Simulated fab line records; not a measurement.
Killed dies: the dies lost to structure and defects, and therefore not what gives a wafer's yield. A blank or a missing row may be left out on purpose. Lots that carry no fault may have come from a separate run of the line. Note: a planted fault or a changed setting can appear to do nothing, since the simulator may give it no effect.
A lot that was struck, set against a sound lot -- flow rit cmos -- 15 out of 202 route steps
Sound: wafers L516.1, L516.2, L516.4. Struck: wafer L522.1 (L522.2, L522.4, from the same lot, were not struck and are left out); the cause is given at the end.
For every step that has rows: the tool of each side, followed by ch and its chambers, followed by its first start. Under that, the readings that differ: sound wafers -- struck wafers -- difference of the means -- sigmas: that difference in standard deviations of wafers without a fault.
alike: readings whose means differ by less than 2 such deviations, and words and numbers that are the same on both sides. not compared: withheld readings, readings that some wafer has no value for, bounds like >300 that may hide the same value, and numbers for which the record gives no deviation and whose values overlap.
A row with sigmas, a row that says differs or no value, or rows on one side alone: a step with any of these is where the two part. Numbers that have no deviation but don't overlap get no sigmas and don't part them. Lack of a reading on every wafer of one side parts them only where that side has two or more wafers.

RIT_GATE_THK_MEAS_07:
  sound: film metro-01 at day 4 02:34; struck: film metro-03 at day 5 07:59
  alike: GATE_OXIDE_THK
then, 1 step without rows for these wafers: RIT_GATE_CVD_08 (deposits poly-Si from SiH4, target thk 250 nm, time 2220 s).
RIT_GATE_THK_MEAS_09:
  sound: film metro-04 at day 4 04:14; struck: film metro-04 at day 5 10:29
  alike: GATE_POLY_THK
then, 6 steps without rows for these wafers: RIT_GATE_HMDS_10 (prime time 60 s); RIT_GATE_COAT_11 (resist thk 850 nm); RIT_GATE_SOFTBAKE_12 (time 60 s); RIT_GATE_EXPOSE_13 (exposes mask M6, target cd 150 nm); RIT_GATE_PEB_14; RIT_GATE_DEVELOP_15 (develop time 50 s).
RIT_GATE_CD_MEAS_16: target cd 150 nm.
  sound: cd sem-01 at day 4 05:17; struck: cd sem-02 at day 5 11:23
  alike: cd nm
RIT_GATE_OVL_MEAS_17:
  sound: overlay-02 at day 4 05:24; struck: overlay-02 at day 5 11:31
  alike: GATE_OVL
then, 1 step without rows for these wafers: RIT_GATE_HARDBAKE_18 (time 60 s).
RIT_GATE_ETCH_19: etches poly-Si in SF6/CHF3/O2, stops on SiO2, time 165 s, target depth 312.5 nm.
  sound on rie si-01 ch 0,1,2, day 4 05:35; struck on rie si-01 ch 2, day 5 11:41
reading,sound,struck,difference,sigmas
oes product au (a.u.),0.835 0.863 0.859,0.730,-0.122,-9
run length s (s),192.7 194.0 193.0,239.7,+46.5,+99 or more
model.NOVOLAK_of_GATE_COAT_11.thk nm (nm),668.1 667 667.8,650.5,-17.1,
  alike: drypump motor current A, throttle valve pct
  not compared: rf hours counter h
RIT_GATE_STRIP_20: strips in O2, time 180 s.
  sound on plasma asher-03 ch 0,1, day 4 05:42; struck on plasma asher-01 ch 0, day 5 11:48
  alike: drypump motor current A
  not compared: rf hours counter h
RIT_M1_PROBE_99:
  sound: prober-02 at day 5 01:51; struck: prober-02 at day 6 07:27
reading,sound,struck,difference,sigmas
model.etest.pmos turned.r on ohm um,3301 3206 3369,2995,-297,
model.etest.pmos_0p15.r on ohm um,2714 2628 2721,2470,-218,
model.etest.pmos_0p15.drive ua um,265.1 269.4 261.7,296.6,+31.2,
model.etest.pmos turned.drive ua um,201.1 206.6 199.7,232,+30,
model.etest.nmos_0p15.drive ua um,477.4 482.8 475.3,497.7,+19.2,
model.etest.pwell pinched.rs ohm sq,459.6 455.5 457.3,473.1,+15.6,
model.etest.nwell pinched.rs ohm sq,341.4 338.5 342.6,351.1,+10.3,
model.etest.pmos_0p15.swing mv dec,84.21 83.96 84.04,86.9,+2.8,
  alike: killed_at_M0_to_M3, killed at front end, killed dies, killed open, killed short

## WHERE THEY PART
Within this record, at RIT_GATE_ETCH_19 only. Later steps at which nothing parts them and some readings are alike: RIT_GATE_STRIP_20, RIT_M1_PROBE_99.

WHY: whatever the simulator had introduced
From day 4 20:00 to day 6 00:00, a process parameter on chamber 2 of rie si-01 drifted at RIT_GATE_ETCH_19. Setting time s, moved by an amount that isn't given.
